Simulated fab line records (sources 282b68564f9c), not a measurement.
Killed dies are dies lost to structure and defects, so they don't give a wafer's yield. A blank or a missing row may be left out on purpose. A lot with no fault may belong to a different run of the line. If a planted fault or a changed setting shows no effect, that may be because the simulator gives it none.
Struck lot and sound lot, side by side || flow rit-cmos || 27 steps out of a route of 202
Sound: wafers L257.2, L257.4, L257.5. Wafers struck: L266.1, L266.2, L266.6. Last of all comes the cause.
Per side, at each step with rows, come the tool, then ch with its chambers, and then its first start. Under that, the readings that differ: sound wafers || struck wafers || difference of the means || sigmas: that difference in standard deviations of wafers without a fault.
alike: readings with means less than 2 such deviations apart, plus words and numbers identical on both sides. not compared: withheld readings, readings lacking a value on some wafer, bounds such as >300 that could conceal the same value, and numbers that have no deviation in the record and whose values overlap.
The two part at a step that has a row with sigmas, a row that says differs or no value, or rows on one side only. When numbers do not overlap yet have no deviation, they are printed without sigmas and do not part them. A reading missing from all wafers of one side parts the sides only when that side holds two or more wafers.

RIT_ACTIVE_BOW_MEAS_00:
  struck on film-metro-02, day 3 17:00; sound on film-metro-01, day 1 20:01
  alike: INCOMING_BOW
then, 1 step without rows for these wafers: RIT_ACTIVE_OXIDATION_01 (target thk 46.8 nm, ox time 3360 s).
RIT_ACTIVE_THK_MEAS_02:
  struck on film-metro-02, day 3 19:10; sound on film-metro-02, day 1 22:41
  alike: ACTIVE_OXIDE_THK
RIT_ACTIVE_CVD_03: deposits Si3N4 from SiH2Cl2/NH3, target thk 150 nm, time 1500 s.
  sound on lpcvd-02 ch 1, day 1 22:44; struck on lpcvd-01 ch 0, day 3 19:14
{"reading": "model.Si3N4_of_ACTIVE_CVD_03.thk-nm (nm)", "sound": "147 146.8 147.9", "struck": "143.3 144.3 144", "difference": -3.4, "sigmas": ""}
RIT_ACTIVE_THK_MEAS_04:
  struck on film-metro-03, day 3 20:38; sound on film-metro-03, day 2 00:10
{"reading": "ACTIVE_NITRIDE_THK (nm)", "sound": "146.9 147.0 147.9", "struck": "143.3 144.2 143.9", "difference": -3.5, "sigmas": -2}
then, 6 steps without rows for these wafers: RIT_ACTIVE_HMDS_05 (prime time 60 s); RIT_ACTIVE_COAT_06 (resist thk 1000 nm); RIT_ACTIVE_SOFTBAKE_07 (time 60 s); RIT_ACTIVE_EXPOSE_08 (exposes mask M1, target cd 1400 nm); RIT_ACTIVE_PEB_09; RIT_ACTIVE_DEVELOP_10 (develop time 50 s).
RIT_ACTIVE_CD_MEAS_11: the cd target is 1400 nm.
  struck on cd-sem-01, day 3 21:43; sound on cd-sem-01, day 2 01:05
  alike: cd-nm
then, 1 step without rows for these wafers: RIT_ACTIVE_HARDBAKE_12 (time 60 s).
RIT_ACTIVE_ETCH_13: etches Si3N4 in SF6, stops on SiO2, time 210 s, target depth 210 nm.
  sound on rie-diel-01 ch 0,2,3, day 2 01:20; struck on rie-diel-03 ch 1,2, day 3 21:59
{"reading": "model.etch.depth-nm (nm)", "sound": "147 146.8 147.9", "struck": "143.3 144.3 144", "difference": -3.4, "sigmas": ""}
  alike: drypump-motor-current-A, oes-product-au, throttle-valve-pct
  not compared: rf-hours-counter-h, model.ACTIVE.feature-depth-nm
RIT_ACTIVE_STRIP_14: strips in O2, time 180 s.
  sound on plasma-asher-01 ch 1, day 2 01:28; struck on plasma-asher-04 ch 0,1, day 3 22:07
  alike: drypump-motor-current-A
  not compared: rf-hours-counter-h
RIT_ACTIVE_CD_MEAS_90: the cd target is 1400 nm.
  struck on cd-sem-01, day 3 22:20; sound on cd-sem-02, day 2 01:40
  alike: cd-nm
then, 4 steps without rows for these wafers: RIT_ACTIVE_CLEAN_15 (cleans in SC1, time 600 s); RIT_ACTIVE_CLEAN_16 (cleans in dHF, time 30 s); RIT_ACTIVE_CLEAN_17 (cleans in SC2, time 600 s); RIT_FOX1_OXIDATION_00 (target thk 350.7 nm, ox time 1130 s).
RIT_FOX1_THK_MEAS_01:
  rows exist in the record for the sound wafers here (film-metro-04, day 2 04:34), none for the struck ones
then, 2 steps without rows for these wafers: RIT_FOX1_WET_ETCH_02 (etches SiO2 in BOE, target depth 350 nm, time 390 s); RIT_FOX2_OXIDATION_00 (target thk 350.7 nm, ox time 1130 s).
RIT_FOX2_THK_MEAS_01:
  rows exist in the record for the sound wafers here (film-metro-01, day 2 07:20), none for the struck ones
RIT_FOX2_CLEAN_02: cleans in dHF, time 180 s.
  the record has rows for the sound wafers here (wet-bench-04 ch 3, day 2 07:23) and none for the struck ones
then, 1 step without rows for these wafers: RIT_FOX2_WET_ETCH_03 (etches Si3N4 in H3PO4, target depth 195 nm, time 2801 s).
RIT_M1_PROBE_99:
  rows exist in the record for the sound wafers here (prober-02, day 4 00:00), none for the struck ones

WHERE THEY PART
Last at RIT_M1_PROBE_99 as far as this record goes, first at RIT_ACTIVE_THK_MEAS_04.

WHY: the cause the simulator had injected
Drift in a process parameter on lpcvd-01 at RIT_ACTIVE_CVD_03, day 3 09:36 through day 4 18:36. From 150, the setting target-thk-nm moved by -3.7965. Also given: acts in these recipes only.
